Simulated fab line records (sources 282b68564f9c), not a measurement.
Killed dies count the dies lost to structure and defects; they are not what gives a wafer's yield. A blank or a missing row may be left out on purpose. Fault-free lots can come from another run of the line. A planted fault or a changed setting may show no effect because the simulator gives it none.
fab line records	flow rit-cmos
[record] lots = 15	wafers = 45	last-day = 7
route steps=202 shown NWELL@51 FOX2@80 NLDD@111 SPACER@129 M1@202
lots that met no fault: taken from a fault-free run of the same line
start-h: the number of hours between the record's first day and the start of the first shown wafer of the lot	wait-h: hours since the lot's step before	" the same as in the row above	L1.1+2: several wafers, shown together as one row	- value missing, or start not given	* or withheld: withheld	< > ~ a bound
route shown NAME@n: NAME is a module with steps in the file, n the number in the route of the first one	usual: mean/standard deviation of fault-free wafers	same: alike in all rows	chamber/n: place in a boat	sites: per-site readings	_std_site: how widely they spread, as a standard deviation	_edge_site: outer sites' mean less inner sites'	radius-mm: for every site, how far away it sits from the centre of the wafer	mask NAME#n: copy n	behind: tool/chamber where the wafer was last shaped	hold: reason for holding the lot/hours on hold/outcome of the hold	device: the n, p or np transistor that did not switch	end of line: the same wafers' tests at the end of the route	a step without rows: its recipe alone	killed: dies that structure and defects cost at the first sort, which is not the same as the wafer's yield	map: shows each die of a wafer: x if killed, . if not, _ if none is there
set.NAME: the run value of the setting; set.NAME@STEP: its run value at that earlier step	model.NAME: the simulator's own value behind a step, which no gauge read
one table for each step of the route and one row for each wafer, over a sample of lots
services: a tool's chamber out of use, with start hour (start-h, from the record's first day; less than 0 if before it), hours out, and reason
[[steps]]
[step RIT_WELLDRIVE_RS_MEAS_01]
[recipe] thk-meas-gauge = four-point-probe
[usual] NWELL_RS = 275.9/0.65
lot.wafer	tool	chamber	start-h	wait-h	NWELL_RS[ohm/sq]
L359.1	film-metro-01	-	30.17	0.0	276.6
L359.2	"	-	"	"	275.9
L359.3	"	-	"	"	276.8
L360.1	film-metro-01	-	37.79	0.0	275.9
L360.4	"	-	"	"	276.9
L360.5	"	-	"	"	276.3
L361.2	film-metro-04	-	40.43	0.0	275.9
L361.4	"	-	"	"	275.3
L361.6	"	-	"	"	275.0
L362.2	film-metro-03	-	45.20	0.0	274.9
L362.3	"	-	"	"	275.5
L362.6	"	-	"	"	275.7
L365.1	film-metro-04	-	63.37	0.0	275.8
L365.3	"	-	"	"	275.8
L365.6	"	-	"	"	276.5
L366.2	film-metro-01	-	69.78	0.0	275.7
L366.3	"	-	"	"	275.8
L366.5	"	-	"	"	275.6
L370.2	film-metro-04	-	88.70	0.0	275.8
L370.3	"	-	"	"	275.2
L370.6	"	-	"	"	276.2
L371.1	film-metro-04	-	94.53	0.0	274.6
L371.2	"	-	"	"	275.1
L371.3	"	-	"	"	274.8
L372.2	film-metro-01	-	95.35	0.0	276.1
L372.3	"	-	"	"	275.8
L372.5	"	-	"	"	276.1
L373.1	film-metro-04	-	100.41	0.0	276.8
L373.2	"	-	"	"	276.6
L373.3	"	-	"	"	276.9
L376.3	film-metro-04	-	117.00	0.0	274.8
L376.5	"	-	"	"	274.9
L376.6	"	-	"	"	274.8
L379.2	film-metro-04	-	132.47	0.0	276.5
L379.3	"	-	"	"	276.9
L379.5	"	-	"	"	276.6
L380.1	film-metro-01	-	137.53	0.0	276.2
L380.3	"	-	"	"	275.5
L380.6	"	-	"	"	276.1
L381.3	film-metro-04	-	142.16	0.0	275.9
L381.5	"	-	"	"	276.3
L381.6	"	-	"	"	275.1
L382.1	film-metro-01	-	143.69	0.0	275.7
L382.2	"	-	"	"	275.9
L382.4	"	-	"	"	276.0
[step RIT_FOX2_THK_MEAS_91]
[recipe] reads = SiO2_of_FOX2_OXIDATION_00
[usual] FIELD_OXIDE_LEFT_2_THK = 254/6.6
lot.wafer	tool	chamber	start-h	wait-h	FIELD_OXIDE_LEFT_2_THK[nm]
L359.1	film-metro-02	-	34.20	0.0	252
L359.2	"	-	"	"	256
L359.3	"	-	"	"	254
L360.1	film-metro-02	-	41.89	0.0	248
L360.4	"	-	"	"	248
L360.5	"	-	"	"	244
L361.2	film-metro-02	-	44.63	0.0	271
L361.4	"	-	"	"	261
L361.6	"	-	"	"	257
L362.2	film-metro-04	-	49.24	0.0	249
L362.3	"	-	"	"	249
L362.6	"	-	"	"	252
L365.1	film-metro-04	-	67.16	0.0	249
L365.3	"	-	"	"	245
L365.6	"	-	"	"	253
L366.2	film-metro-04	-	73.88	0.0	248
L366.3	"	-	"	"	254
L366.5	"	-	"	"	251
L370.2	film-metro-01	-	93.10	0.0	253
L370.3	"	-	"	"	254
L370.6	"	-	"	"	260
L371.1	film-metro-04	-	98.62	0.0	260
L371.2	"	-	"	"	256
L371.3	"	-	"	"	261
L372.2	film-metro-01	-	99.65	0.0	245
L372.3	"	-	"	"	254
L372.5	"	-	"	"	248
L373.1	film-metro-02	-	104.72	0.0	250
L373.2	"	-	"	"	250
L373.3	"	-	"	"	249
L376.3	film-metro-02	-	120.95	0.0	255
L376.5	"	-	"	"	258
L376.6	"	-	"	"	259
L379.2	film-metro-01	-	136.51	0.0	254
L379.3	"	-	"	"	253
L379.5	"	-	"	"	257
L380.1	film-metro-01	-	141.75	0.0	245
L380.3	"	-	"	"	245
L380.6	"	-	"	"	246
L381.3	film-metro-04	-	146.73	0.0	255
L381.5	"	-	"	"	257
L381.6	"	-	"	"	260
L382.1	film-metro-02	-	147.76	0.0	238
L382.2	"	-	"	"	236
L382.4	"	-	"	"	237
[step RIT_NLDD_IMPLANT_08]
[recipe] species = P	energy-kev = 20	dose-cm2 = 5e+14	tilt-deg = 7
[usual] beam-energy-keV = 20.000/0.0057
lot.wafer	tool	chamber	start-h	wait-h	beam-energy-keV
L359.1	implanter-01	0	45.99	0.1	19.989
L359.2	"	0	"	"	20.002
L359.3	"	0	"	"	20.000
L360.1	implanter-01	0	56.74	0.1	20.014
L360.4	"	0	"	"	19.996
L360.5	"	0	"	"	19.996
L361.2	implanter-02	0	60.50	0.1	20.001
L361.4	"	0	"	"	20.005
L361.6	"	0	"	"	19.998
L362.2	implanter-02	0	63.38	0.1	19.997
L362.3	"	0	"	"	19.997
L362.6	"	0	"	"	19.997
L365.1	implanter-04	0	78.62	0.1	19.993
L365.3	"	0	"	"	19.996
L365.6	"	0	"	"	19.998
L366.2	implanter-02	0	85.17	0.1	20.002
L366.3	"	0	"	"	19.995
L366.5	"	0	"	"	19.994
L370.2	implanter-01	0	104.11	0.1	20.002
L370.3	"	0	"	"	20.002
L370.6	"	0	"	"	20.006
L371.1	implanter-01	0	107.55	0.1	16.400
L371.2	"	0	"	"	16.401
L371.3	"	0	"	"	16.413
L372.2	implanter-01	0	111.33	0.1	16.397
L372.3	"	0	"	"	16.403
L372.5	"	0	"	"	16.401
L373.1	implanter-01	0	117.92	0.1	16.400
L373.2	"	0	"	"	16.399
L373.3	"	0	"	"	16.408
L376.3	implanter-04	0	132.07	0.1	19.992
L376.5	"	0	"	"	19.996
L376.6	"	0	"	"	19.998
L379.2	implanter-04	0	148.94	0.1	20.000
L379.3	"	0	"	"	20.002
L379.5	"	0	"	"	20.000
L380.1	implanter-02	0	153.06	0.1	20.002
L380.3	"	0	"	"	19.987
L380.6	"	0	"	"	19.998
L381.3	implanter-02	0	157.35	0.1	20.000
L381.5	"	0	"	"	20.002
L381.6	"	0	"	"	20.001
L382.1	implanter-04	0	157.41	0.1	20.007
L382.2	"	0	"	"	20.002
L382.4	"	0	"	"	20.006
[step RIT_NLDD_TW_MEAS_10]
[usual] NLDD_TW = 2493/21
lot.wafer	tool	chamber	start-h	wait-h	NLDD_TW
L359.1	film-metro-02	-	46.32	0.1	2494
L359.2	"	-	"	"	2467
L359.3	"	-	"	"	2482
L360.1	film-metro-02	-	57.06	0.1	2480
L360.4	"	-	"	"	2490
L360.5	"	-	"	"	2497
L361.2	film-metro-01	-	60.81	0.1	2478
L361.4	"	-	"	"	2491
L361.6	"	-	"	"	2480
L362.2	film-metro-02	-	63.69	0.1	2491
L362.3	"	-	"	"	2475
L362.6	"	-	"	"	2479
L365.1	film-metro-03	-	78.94	0.1	2519
L365.3	"	-	"	"	2515
L365.6	"	-	"	"	2528
L366.2	film-metro-03	-	85.48	0.1	2518
L366.3	"	-	"	"	2528
L366.5	"	-	"	"	2511
L370.2	film-metro-01	-	104.42	0.1	2490
L370.3	"	-	"	"	2496
L370.6	"	-	"	"	2495
L371.1	film-metro-02	-	107.98	0.2	2343
L371.2	"	-	"	"	2354
L371.3	"	-	"	"	2349
L372.2	film-metro-02	-	111.64	0.1	2345
L372.3	"	-	"	"	2349
L372.5	"	-	"	"	2353
L373.1	film-metro-03	-	118.24	0.1	2392
L373.2	"	-	"	"	2377
L373.3	"	-	"	"	2373
L376.3	film-metro-03	-	132.37	0.1	2528
L376.5	"	-	"	"	2534
L376.6	"	-	"	"	2531
L379.2	film-metro-02	-	149.25	0.1	2469
L379.3	"	-	"	"	2472
L379.5	"	-	"	"	2472
L380.1	film-metro-01	-	153.39	0.1	2475
L380.3	"	-	"	"	2473
L380.6	"	-	"	"	2478
L381.3	film-metro-03	-	157.64	0.1	2512
L381.5	"	-	"	"	2505
L381.6	"	-	"	"	2526
L382.1	film-metro-01	-	157.74	0.1	2465
L382.2	"	-	"	"	2462
L382.4	"	-	"	"	2474
[step RIT_SPACER_THK_MEAS_04]
[recipe] reads = Si3N4_of_SPACER_CVD_03
[usual] SPACER_NITRIDE_THK = 250.7/2.1
lot.wafer	tool	chamber	start-h	wait-h	SPACER_NITRIDE_THK[nm]
L359.1	film-metro-04	-	50.40	0.0	250.4
L359.2	"	-	"	"	249.4
L359.3	"	-	"	"	249.4
L360.1	film-metro-03	-	61.14	0.0	251.4
L360.4	"	-	"	"	251.5
L360.5	"	-	"	"	251.8
L361.2	film-metro-03	-	64.61	0.0	247.6
L361.4	"	-	"	"	248.1
L361.6	"	-	"	"	247.7
L362.2	film-metro-03	-	67.53	0.0	253.7
L362.3	"	-	"	"	252.4
L362.6	"	-	"	"	252.0
L365.1	film-metro-03	-	83.12	0.0	250.8
L365.3	"	-	"	"	248.8
L365.6	"	-	"	"	251.9
L366.2	film-metro-02	-	89.25	0.0	255.0
L366.3	"	-	"	"	255.9
L366.5	"	-	"	"	254.9
L370.2	film-metro-02	-	108.37	0.0	252.5
L370.3	"	-	"	"	252.8
L370.6	"	-	"	"	253.7
L371.1	film-metro-02	-	112.81	0.0	247.5
L371.2	"	-	"	"	247.6
L371.3	"	-	"	"	248.4
L372.2	film-metro-04	-	115.71	0.0	252.8
L372.3	"	-	"	"	250.4
L372.5	"	-	"	"	248.7
L373.1	film-metro-04	-	122.06	0.0	251.7
L373.2	"	-	"	"	251.8
L373.3	"	-	"	"	249.1
L376.3	film-metro-04	-	136.32	0.0	249.5
L376.5	"	-	"	"	249.2
L376.6	"	-	"	"	250.8
L379.2	film-metro-02	-	153.14	0.0	251.9
L379.3	"	-	"	"	251.8
L379.5	"	-	"	"	249.5
L380.1	film-metro-04	-	157.17	0.0	247.2
L380.3	"	-	"	"	248.2
L380.6	"	-	"	"	248.7
L381.3	film-metro-03	-	161.72	0.0	250.8
L381.5	"	-	"	"	249.4
L381.6	"	-	"	"	249.6
L382.1	film-metro-02	-	162.51	0.0	250.8
L382.2	"	-	"	"	250.6
L382.4	"	-	"	"	250.7
[step RIT_SDANNEAL_RS_MEAS_07]
[recipe] thk-meas-gauge = four-point-probe
[usual] NLDD_RS = 151.9/0.53
lot.wafer	tool	chamber	start-h	wait-h	NLDD_RS[ohm/sq]
L359.1	film-metro-03	-	54.71	0.1	151.7
L359.2	"	-	"	"	151.8
L359.3	"	-	"	"	151.7
L360.1	film-metro-01	-	65.25	0.1	151.4
L360.4	"	-	"	"	151.4
L360.5	"	-	"	"	150.9
L361.2	film-metro-02	-	68.76	0.1	152.3
L361.4	"	-	"	"	152.1
L361.6	"	-	"	"	151.8
L362.2	film-metro-02	-	71.63	0.1	152.7
L362.3	"	-	"	"	151.6
L362.6	"	-	"	"	152.2
L365.1	film-metro-01	-	87.48	0.1	152.5
L365.3	"	-	"	"	152.0
L365.6	"	-	"	"	152.0
L366.2	film-metro-03	-	93.53	0.1	151.9
L366.3	"	-	"	"	152.1
L366.5	"	-	"	"	152.8
L370.2	film-metro-03	-	112.36	0.1	152.7
L370.3	"	-	"	"	152.4
L370.6	"	-	"	"	152.0
L371.1	film-metro-03	-	116.79	0.1	156.0
L371.2	"	-	"	"	155.0
L371.3	"	-	"	"	155.8
L372.2	film-metro-02	-	119.95	0.1	154.8
L372.3	"	-	"	"	155.4
L372.5	"	-	"	"	155.1
L373.1	film-metro-03	-	126.18	0.1	155.3
L373.2	"	-	"	"	155.5
L373.3	"	-	"	"	155.9
L376.3	film-metro-03	-	140.68	0.1	152.2
L376.5	"	-	"	"	152.8
L376.6	"	-	"	"	152.3
L379.2	film-metro-03	-	157.38	0.1	152.4
L379.3	"	-	"	"	152.8
L379.5	"	-	"	"	152.7
L380.1	film-metro-01	-	161.38	0.1	152.6
L380.3	"	-	"	"	152.6
L380.6	"	-	"	"	152.0
L381.3	film-metro-02	-	165.70	0.1	151.2
L381.5	"	-	"	"	151.7
L381.6	"	-	"	"	151.4
L382.1	film-metro-02	-	166.64	0.1	151.2
L382.2	"	-	"	"	151.6
L382.4	"	-	"	"	151.1
[step RIT_M1_PROBE_99]
[usual] killed-at-contacts = 0.1/0.31	killed-at-front-end = 7/3	killed-dies = 7/3	killed-open = 3.2/1.9	killed-short = 3.6/2.2
[same] gross-dies = 264	killed_at_M0_to_M3 = 0	killed_at_M4_up = 0	killed-at-back-side = 0	killed-at-other = 0
lot.wafer	tool	chamber	start-h	wait-h	killed-at-contacts	killed-at-front-end	killed-dies	killed-open	killed-short
L359.1	prober-02	-	61.86	0.1	0	7	7	5	2
L359.2	prober-02	-	61.91	0.1	0	11	11	5	6
L359.3	prober-02	-	61.96	0.2	0	5	5	2	3
L360.1	prober-01	-	72.33	0.1	0	10	10	1	8
L360.4	prober-01	-	72.48	0.2	0	5	5	3	1
L360.5	prober-01	-	72.53	0.2	0	6	6	4	1
L361.2	prober-02	-	75.93	0.1	0	6	6	2	4
L361.4	prober-02	-	76.03	0.2	1	10	11	6	5
L361.6	prober-02	-	76.13	0.2	0	6	6	4	2
L362.2	prober-01	-	79.02	0.1	0	8	8	6	2
L362.3	prober-01	-	79.07	0.2	0	12	12	7	5
L362.6	prober-01	-	79.22	0.2	0	9	9	2	7
L365.1	prober-02	-	94.39	0.1	0	7	7	3	4
L365.3	prober-02	-	94.49	0.2	0	10	10	5	5
L365.6	prober-02	-	94.64	0.2	0	15	15	10	5
L366.2	prober-01	-	100.99	0.1	0	8	8	3	5
L366.3	prober-01	-	101.04	0.2	0	5	5	5	0
L366.5	prober-01	-	101.14	0.2	0	8	8	4	4
L370.2	prober-01	-	119.47	0.1	0	3	3	2	1
L370.3	prober-01	-	119.52	0.2	0	5	5	2	3
L370.6	prober-01	-	119.67	0.2	0	10	10	4	6
L371.1	prober-02	-	123.99	0.1	0	7	7	1	6
L371.2	prober-02	-	124.04	0.1	0	11	11	5	6
L371.3	prober-02	-	124.09	0.2	0	10	10	4	6
L372.2	prober-01	-	127.16	0.1	0	10	10	5	5
L372.3	prober-01	-	127.21	0.2	1	4	5	4	1
L372.5	prober-01	-	127.31	0.2	0	6	6	4	2
L373.1	prober-02	-	133.79	0.1	0	8	8	2	6
L373.2	prober-02	-	133.84	0.1	0	7	7	3	4
L373.3	prober-02	-	133.89	0.2	1	9	10	4	6
L376.3	prober-01	-	148.02	0.2	0	8	8	3	5
L376.5	prober-01	-	148.12	0.2	0	3	3	0	3
L376.6	prober-01	-	148.17	0.2	0	9	9	4	5
L379.2	prober-02	-	164.46	0.1	0	3	3	2	1
L379.3	prober-02	-	164.51	0.2	0	5	5	3	2
L379.5	prober-02	-	164.61	0.2	0	4	4	2	2
L380.1	prober-01	-	168.44	0.1	1	8	9	3	6
L380.3	prober-01	-	168.54	0.2	0	15	15	6	9
L380.6	prober-01	-	168.69	0.2	1	5	6	1	5
L381.3	prober-02	-	172.82	0.2	0	6	6	2	4
L381.5	prober-02	-	172.92	0.2	0	5	5	2	3
L381.6	prober-02	-	172.97	0.2	0	5	5	3	2
L382.1	prober-01	-	174.22	0.1	0	8	8	5	3
L382.2	prober-01	-	174.27	0.1	0	4	4	2	2
L382.4	prober-01	-	174.37	0.2	0	3	3	2	1
// killed by level:class
L359.1 REOX:geometric-particle:open=2 REOX:geometric-particle:short=2 GATE:geometric-particle:open=1 SPACER:geometric-particle:open=1 SILICIDE:geometric-particle:open=1
L359.2 GATE:geometric-particle:short=2 REOX:geometric-particle:short=2 SPACER:geometric-particle:short=2 FOX1:geometric-particle:open=1 GATE:geometric-particle:open=1 REOX:geometric-particle:open=1 SPACER:geometric-particle:open=1 SILICIDE:geometric-particle:open=1
L359.3 FOX1:geometric-particle:short=2 GATE:geometric-particle:open=1 REOX:geometric-particle:short=1 SPACER:geometric-particle:open=1
L360.1 SILICIDE:geometric-particle:short=4 GATE:geometric-particle:short=3 SPACER:geometric-particle:short=1 SILICIDE:geometric-particle:open=1 PWELL:coat-microbubble-printed=1
L360.4 REOX:geometric-particle:open=1 SPACER:geometric-particle:open=1 SILICIDE:geometric-particle:open=1 SILICIDE:geometric-particle:short=1 PSD:coat-microbubble-printed=1
L360.5 SPACER:geometric-particle:open=2 GATE:geometric-particle:open=1 GATE:geometric-particle:short=1 REOX:geometric-particle:open=1 PSD:coat-microbubble-printed=1
L361.2 GATE:geometric-particle:short=2 FOX1:geometric-particle:open=1 FOX1:geometric-particle:short=1 SPACER:geometric-particle:short=1 SPACER:geometric-particle:open=1
L361.4 FOX2:geometric-particle:short=2 GATE:geometric-particle:short=2 REOX:geometric-particle:open=2 SPACER:geometric-particle:open=2 FOX2:geometric-particle:open=1 GATE:geometric-particle:open=1 CONTACT:geometric-particle:short=1
L361.6 SPACER:geometric-particle:open=2 FOX2:geometric-particle:open=1 GATE:geometric-particle:open=1 GATE:geometric-particle:short=1 SPACER:geometric-particle:short=1
L362.2 GATE:geometric-particle:open=2 GATE:geometric-particle:short=2 SILICIDE:geometric-particle:open=2 FOX2:geometric-particle:open=1 SPACER:geometric-particle:open=1
L362.3 GATE:geometric-particle:short=2 REOX:geometric-particle:open=2 SPACER:geometric-particle:open=2 SPACER:geometric-particle:short=2 SILICIDE:geometric-particle:open=2 GATE:geometric-particle:open=1 REOX:geometric-particle:short=1
L362.6 GATE:geometric-particle:short=5 ACTIVE:geometric-particle:short=1 FOX1:geometric-particle:open=1 SILICIDE:geometric-particle:short=1 SILICIDE:geometric-particle:open=1
L365.1 FOX2:geometric-particle:short=1 FOX2:geometric-particle:open=1 GATE:geometric-particle:short=1 GATE:geometric-particle:open=1 REOX:geometric-particle:short=1 SPACER:geometric-particle:open=1 SILICIDE:geometric-particle:short=1
L365.3 GATE:geometric-particle:short=2 GATE:geometric-particle:open=2 REOX:geometric-particle:short=2 SPACER:geometric-particle:open=2 REOX:geometric-particle:open=1 SPACER:geometric-particle:short=1
L365.6 GATE:geometric-particle:open=6 FOX2:geometric-particle:short=2 REOX:geometric-particle:open=2 FOX1:geometric-particle:short=1 FOX1:geometric-particle:open=1 GATE:geometric-particle:short=1 SPACER:geometric-particle:short=1 SPACER:geometric-particle:open=1
L366.2 FOX1:geometric-particle:open=2 GATE:geometric-particle:short=2 FOX1:geometric-particle:short=1 FOX2:geometric-particle:short=1 REOX:geometric-particle:open=1 SILICIDE:geometric-particle:short=1
L366.3 FOX1:geometric-particle:open=2 FOX2:geometric-particle:open=1 GATE:geometric-particle:open=1 SPACER:geometric-particle:open=1
L366.5 REOX:geometric-particle:short=3 REOX:geometric-particle:open=3 FOX1:geometric-particle:short=1 GATE:geometric-particle:open=1
L370.2 GATE:geometric-particle:open=1 REOX:geometric-particle:open=1 SPACER:geometric-particle:short=1
L370.3 FOX1:geometric-particle:open=1 FOX2:geometric-particle:short=1 GATE:geometric-particle:short=1 REOX:geometric-particle:short=1 REOX:geometric-particle:open=1
L370.6 REOX:geometric-particle:short=3 SPACER:geometric-particle:short=2 FOX2:geometric-particle:open=1 GATE:geometric-particle:short=1 REOX:geometric-particle:open=1 SPACER:geometric-particle:open=1 SILICIDE:geometric-particle:open=1
L371.1 FOX1:geometric-particle:short=3 SPACER:geometric-particle:short=2 FOX1:geometric-particle:open=1 GATE:geometric-particle:short=1
L371.2 FOX2:geometric-particle:open=2 FOX2:geometric-particle:short=2 GATE:geometric-particle:short=2 FOX1:geometric-particle:open=1 GATE:geometric-particle:open=1 REOX:geometric-particle:short=1 REOX:geometric-particle:open=1 SILICIDE:geometric-particle:short=1
L371.3 GATE:geometric-particle:short=3 FOX2:geometric-particle:open=2 FOX2:geometric-particle:short=1 GATE:geometric-particle:open=1 REOX:geometric-particle:open=1 SPACER:geometric-particle:short=1 SILICIDE:geometric-particle:short=1
L372.2 SILICIDE:geometric-particle:open=3 SILICIDE:geometric-particle:short=2 FOX2:geometric-particle:open=1 FOX2:geometric-particle:short=1 GATE:geometric-particle:short=1 REOX:geometric-particle:open=1 REOX:geometric-particle:short=1
L372.3 GATE:geometric-particle:open=2 REOX:geometric-particle:open=1 SILICIDE:geometric-particle:open=1 CONTACT:geometric-particle:short=1
L372.5 GATE:geometric-particle:open=2 GATE:geometric-particle:short=2 REOX:geometric-particle:open=1 SILICIDE:geometric-particle:open=1
L373.1 GATE:geometric-particle:short=4 GATE:geometric-particle:open=2 SPACER:geometric-particle:short=1 SILICIDE:geometric-particle:short=1
L373.2 SPACER:geometric-particle:short=2 SPACER:geometric-particle:open=2 FOX1:geometric-particle:open=1 FOX2:geometric-particle:short=1 GATE:geometric-particle:short=1
L373.3 REOX:geometric-particle:open=3 FOX1:geometric-particle:short=2 GATE:geometric-particle:open=1 GATE:geometric-particle:short=1 SPACER:geometric-particle:short=1 SILICIDE:geometric-particle:short=1 CONTACT:geometric-particle:short=1
L376.3 GATE:geometric-particle:short=3 FOX1:geometric-particle:open=1 FOX2:geometric-particle:open=1 GATE:geometric-particle:open=1 REOX:geometric-particle:short=1 SILICIDE:geometric-particle:short=1
L376.5 FOX1:geometric-particle:short=1 FOX2:geometric-particle:short=1 REOX:geometric-particle:short=1
L376.6 GATE:geometric-particle:short=3 REOX:geometric-particle:open=2 FOX1:geometric-particle:short=1 FOX2:geometric-particle:open=1 GATE:geometric-particle:open=1 REOX:geometric-particle:short=1
L379.2 GATE:geometric-particle:open=1 REOX:geometric-particle:short=1 REOX:geometric-particle:open=1
L379.3 FOX1:geometric-particle:open=1 FOX2:geometric-particle:short=1 REOX:geometric-particle:short=1 SPACER:geometric-particle:open=1 SILICIDE:geometric-particle:open=1
L379.5 GATE:geometric-particle:open=1 GATE:geometric-particle:short=1 REOX:geometric-particle:short=1 REOX:geometric-particle:open=1
L380.1 SPACER:geometric-particle:short=3 GATE:geometric-particle:open=2 GATE:geometric-particle:short=1 REOX:geometric-particle:open=1 SILICIDE:geometric-particle:short=1 CONTACT:geometric-particle:short=1
L380.3 GATE:geometric-particle:short=4 GATE:geometric-particle:open=3 SPACER:geometric-particle:open=2 SPACER:geometric-particle:short=2 ACTIVE:geometric-particle:short=1 FOX1:geometric-particle:open=1 FOX2:geometric-particle:short=1 REOX:geometric-particle:short=1
L380.6 GATE:geometric-particle:short=2 SPACER:geometric-particle:short=2 SPACER:geometric-particle:open=1 CONTACT:geometric-particle:short=1
L381.3 FOX1:geometric-particle:short=3 FOX1:geometric-particle:open=1 SPACER:geometric-particle:open=1 SPACER:geometric-particle:short=1
L381.5 GATE:geometric-particle:short=2 GATE:geometric-particle:open=1 SPACER:geometric-particle:open=1 SPACER:geometric-particle:short=1
L381.6 GATE:geometric-particle:open=2 FOX2:geometric-particle:open=1 SPACER:geometric-particle:short=1 SILICIDE:geometric-particle:short=1
L382.1 GATE:geometric-particle:short=2 GATE:geometric-particle:open=2 FOX1:geometric-particle:open=1 FOX2:geometric-particle:open=1 REOX:geometric-particle:short=1 REOX:geometric-particle:open=1
L382.2 FOX1:geometric-particle:short=1 GATE:geometric-particle:open=1 REOX:geometric-particle:short=1 SPACER:geometric-particle:open=1
L382.4 REOX:geometric-particle:open=1 REOX:geometric-particle:short=1 SPACER:geometric-particle:open=1
[[services]]
tool	chamber	start-h	hours	kind
implanter-04	-	30.25	0.6	repair
implanter-02	-	59.25	0.6	repair
implanter-02	-	65.39	2.6	repair
implanter-02	-	69.90	3.0	pm
implanter-02	-	87.89	6.9	repair
implanter-04	-	111.99	1.2	repair
implanter-02	-	116.86	3.8	pm
implanter-04	-	134.68	5.6	repair
[[key]]
[first-sign] step = RIT_NLDD_IMPLANT_08	reading = beam-energy-keV	direction = down	sigmas = 99+	usual = 20.000	struck = 16.402
[effect] step = RIT_NLDD_TW_MEAS_10	reading = NLDD_TW	direction = down	sigmas = 6.4	usual = 2493	struck = 2360
[effect] step = RIT_SDANNEAL_RS_MEAS_07	reading = NLDD_RS	direction = up	sigmas = 6.7	usual = 151.9	struck = 155.4
met-at RIT_NLDD_IMPLANT_08
struck-lots L371,L372,L373
tester-left-out L371,L372,L373
not-acting-at RIT_WELLDRIVE_RS_MEAS_01,RIT_FOX2_THK_MEAS_91,RIT_SPACER_THK_MEAS_04
onset-between 104.11 107.55
[fault] kind = process-parameter-drift	tool = implanter-01	chamber = -	onset-h = 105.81	steps = RIT_NLDD_IMPLANT_08	channel = energy-kev	offset = -3.6	shape = step	end-h = 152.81	acts-in = these-recipes-only	stated = 20
// tester-left-out: of these lots the tester's yield and bins aren't shown, on N5 and GAA mostly nor the transistor test; their killed dies are dies lost to structure and defects alone, not to doping, threshold or leakage, so they don't give the yield
